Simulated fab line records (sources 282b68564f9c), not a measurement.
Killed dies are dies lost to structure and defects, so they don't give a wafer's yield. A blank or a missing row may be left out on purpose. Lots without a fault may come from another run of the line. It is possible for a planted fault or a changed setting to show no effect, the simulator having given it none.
Comparing a struck lot with a sound one	flow rit cmos	21 out of 202 route steps
Sound: the wafers L606.1, L606.3, L606.6. The struck wafers were L620.1, L620.5, L620.6. At the end, the cause is stated.
Order at every step that has rows: each side's tool, ch and its chambers, its first start. Under that, the readings that differ: sound wafers	struck wafers	difference of the means	sigmas: that difference in standard deviations of wafers without a fault.
alike: same words and numbers on both sides, and readings whose means sit less than 2 such deviations apart. not compared: any withheld reading, any reading some wafer has no value for, any bound like >300 that may hide the same value, and any number with overlapping values for which the record gives no deviation.
Wherever a step has rows on one side only, a row that says differs or no value, or a row with sigmas, the two part there. Numbers that have no deviation but don't overlap get no sigmas and don't part them. A reading that every wafer of one side lacks parts them only if that side has two wafers or more.

first, 1 step without rows for these wafers: RIT_SILICIDE_WET_ETCH_00 (etches SiO2 in BOE, target depth 14 nm, time 15 s).
RIT_SILICIDE_SPUTTER_01: material Ti, target thk 30 nm, time 240 s.
  sound on pvd sputter-02, day 4 03:37; struck on pvd sputter-03, day 7 01:59
  alike: chamber pressure pa, substrate temp c, throttle valve pct
RIT_SILICIDE_RS_MEAS_02: a four-point-probe measurement.
  sound on film metro-01, day 4 03:46; struck on film metro-01, day 7 02:08
  alike: SILICIDE_TI_RS
RIT_SILICIDE_THK_MEAS_03: measures by xrf.
  sound on film metro-01, day 4 03:53; struck on film metro-01, day 7 02:16
  alike: SILICIDE_TI_THK
RIT_SILICIDE_RTA_04: time 10 s, ramp up 5 s, ramp down 5 s.
  sound on rtp anneal-02 ch 0, day 4 03:56; struck on rtp anneal-01 ch 0, day 7 02:19
  alike: wafer_temp_C_max
then, 1 step without rows for these wafers: RIT_SILICIDE_WET_ETCH_05 (etches Ti in SPM, time 120 s).
RIT_SILICIDE_RTA_06: time 10 s, ramp up 5 s, ramp down 10 s.
  sound on rtp anneal-01 ch 0, day 4 04:03; struck on rtp anneal-02 ch 0, day 7 02:26
reading	sound	struck	difference	sigmas
wafer_temp_C_max	753.0 752.9 751.9	756.0 755.2 757.1	+3.5	+2
RIT_CONTACT_CVD_00: deposits SiO2 from TEOS, target thk 400 nm, time 61 s.
  sound on pecvd-04 ch 0,1, day 4 04:07; struck on pecvd-04 ch 0,1,2, day 7 02:30
  alike: heater power w
RIT_CONTACT_THK_MEAS_01:
  sound on film metro-03, day 4 04:10; struck on film metro-03, day 7 02:33
  alike: CONTACT_TEOS_THK
then, 3 steps without rows for these wafers: RIT_CONTACT_HMDS_02 (prime time 60 s); RIT_CONTACT_COAT_03 (resist thk 1000 nm); RIT_CONTACT_SOFTBAKE_04 (time 60 s).
RIT_CONTACT_EXPOSE_05: exposes mask M11, target cd 1000 nm.
  sound on iline stepper-02 ch 0, day 4 04:48; struck on iline stepper-02 ch 0, day 7 03:04
reading	sound	struck	difference	sigmas
exposure dose mJ cm2	250.03 249.99 249.82	238.65 238.63 238.24	-11.44	-41
  alike: mask
then, 2 steps without rows for these wafers: RIT_CONTACT_PEB_06; RIT_CONTACT_DEVELOP_07 (develop time 120 s).
RIT_CONTACT_CD_MEAS_08 targets a cd of 1000 nm.
  sound on cd sem-01, day 4 05:20; struck on cd sem-02, day 7 03:34
reading	sound	struck	difference	sigmas
cd nm (nm)	997.3 998.6 995.5	990.2 989.9 989.9	-7.1	-3
RIT_CONTACT_OVL_MEAS_09:
  sound on overlay-02, day 4 05:27; struck on overlay-01, day 7 03:41
  alike: CONTACT_OVL
then, 1 step without rows for these wafers: RIT_CONTACT_HARDBAKE_10 (time 60 s).
RIT_CONTACT_ETCH_11: etches SiO2 in CHF3/CF4/Ar, stops on TiSi2, target depth 480 nm, time 320 s.
  sound on rie diel-01 ch 0,1,3, day 4 05:38; struck on rie diel-01 ch 0,1,3, day 7 03:53
reading	sound	struck	difference	sigmas
model.CONTACT.cd nm (nm)	997.4 998.3 995.2	990.1 989.2 989.7	-7.3	
  alike: O2_flow_sccm, chamber pressure mTorr, drypump motor current A, oes product au, throttle valve pct
  not compared: rf hours counter h
RIT_CONTACT_STRIP_12: strips in O2, time 180 s.
  sound on plasma asher-02 ch 0, day 4 05:50; struck on plasma asher-01 ch 0,1, day 7 04:04
  alike: chamber pressure mTorr, drypump motor current A
  not compared: rf hours counter h
RIT_M1_PROBE_99:
  sound on prober-02, day 4 11:04; struck on prober-01, day 7 09:05
  alike: killed at contacts, killed at front end, killed dies, killed open, killed short
  not compared: model.etest.contact to gate.bv right v, model.etest.contact to gate.bv left v

WHERE THEY PART
Earliest at RIT_SILICIDE_RTA_06; latest, in this record, at RIT_CONTACT_CD_MEAS_08. Later steps at which nothing parts them and some readings are alike: RIT_CONTACT_OVL_MEAS_09, RIT_CONTACT_ETCH_11, RIT_CONTACT_STRIP_12, RIT_M1_PROBE_99.

WHY: the cause the simulator had injected
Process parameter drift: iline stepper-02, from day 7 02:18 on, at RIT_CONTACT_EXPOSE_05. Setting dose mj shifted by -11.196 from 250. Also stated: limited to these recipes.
